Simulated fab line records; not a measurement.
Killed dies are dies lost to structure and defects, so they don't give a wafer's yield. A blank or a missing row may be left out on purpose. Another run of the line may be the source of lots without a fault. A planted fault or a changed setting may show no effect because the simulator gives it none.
Code-filled problem report in 8D (eight disciplines) form :: flow berkeley-cmos170 :: the parts of the form that need people (team, actions taken, sign-off) are left out

== 1. WHAT WENT WRONG ==
Wafers without a fault read 700.0 nm, standard deviation 1.4; cd-nm at UCB170_V1_CD_MEAS_12 reads a mean of 685.9 nm on 12 wafers belonging to 4 lots. Measured from the usual mean, that is -10 standard deviations.
The step: target cd 700 nm.
Seen first at day 9 23:29 on cd-sem-02, wafer L447.2. Wafers with a number at this step in the record: 48, from 16 lots. Rule for "out", or "out of limits": more than 4 standard deviations from the usual mean. Any other wafer with a number is counted as sound.

== 2. WHAT IT IS AND WHAT IT IS NOT ==
question: which readings at this step
is: cd-nm
is not: -

question: which lots
is: L447, L448, L450, L451
is not: L437, L438, L439, L440, L441, L443, L444, L445, L446, L457, L459, L460

question: which wafers of those lots
is: all that have a number
is not: -

question: read on which gauges
is: cd-sem-01, cd-sem-02
is not: -

question: when
is: from day 9 23:29
is not: up to then (27 sound wafers); but 9 sound wafers of L457, L459, L460 came after

== 3. SUSPECTS, AND WHAT RULES EACH OUT ==
Counting: a tool stays on the suspect list if, at a process step up to the reading, it processed all lots that are out and no sound lot following the first of them.
- the gauge at UCB170_V1_CD_MEAS_12 is ruled out. Those wafers that are out were read across 2 gauges (cd-sem-01, cd-sem-02).
- krf-scanner-01 at UCB170_V1_EXPOSE_09 (exposes mask VIA1, target cd 700 nm): kept. Every lot that is out went through it, starting with L447 (day 9 22:51), and after that it ran no sound lot; the last sound lot it ran before then is L446 (day 9 22:44). Its own exposure-dose-mJ-cm2 readings are out on those wafers.
Left after counting: krf-scanner-01 at UCB170_V1_EXPOSE_09.

== 4. THE CAUSE (what the simulator had put in) ==
Process parameters drifting: krf-scanner-01 at UCB170_V1_EXPOSE_09, beginning at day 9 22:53. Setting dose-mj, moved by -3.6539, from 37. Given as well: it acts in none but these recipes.
Only this tool survived the counting.

== 5. THE EFFECT CHAIN, in route order ==
Each row: a reading whose mean over the struck wafers that have a number lies more than 3 standard deviations from the usual. Only readings whose record carries a usual standard deviation are examined. hours: median over the lots of the time between each lot's start at the first step of this table that gives one and its start at this step. sigmas: the change, counted in usual standard deviations.
hours: 0
step: UCB170_V1_EXPOSE_09
reading: exposure-dose-mJ-cm2
usual: 37.00
on struck wafers: 34.09
change: -2.91
sigmas: -79

hours: 1
step: UCB170_V1_CD_MEAS_12
reading: cd-nm
usual: 700.0 nm
on struck wafers: 685.9
change: -14.1
sigmas: -10
Process steps it contains:
- UCB170_V1_EXPOSE_09: exposes mask VIA1, target cd 700 nm.
Later steps that measure or inspect, where all struck wafers having a row at the step show a number for every such reading and not one has moved that far: UCB170_V2_CD_MEAS_12.

== 6. HOW IT WOULD HAVE BEEN CAUGHT EARLIER ==
In this record the first reading out of limits at a measuring or inspecting step was taken at day 9 23:29, 1 hour after the fault began at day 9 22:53.
The tool's own readings at UCB170_V1_EXPOSE_09 were out on every struck wafer that the step has a row for (exposure-dose-mJ-cm2): an alarm limit on them would have fired on the first of those.
Among the 4 lots that are out, L450, L451 began UCB170_V1_EXPOSE_09 on krf-scanner-01 after day 9 23:29. A hold on the tool at that time would have spared those 2.
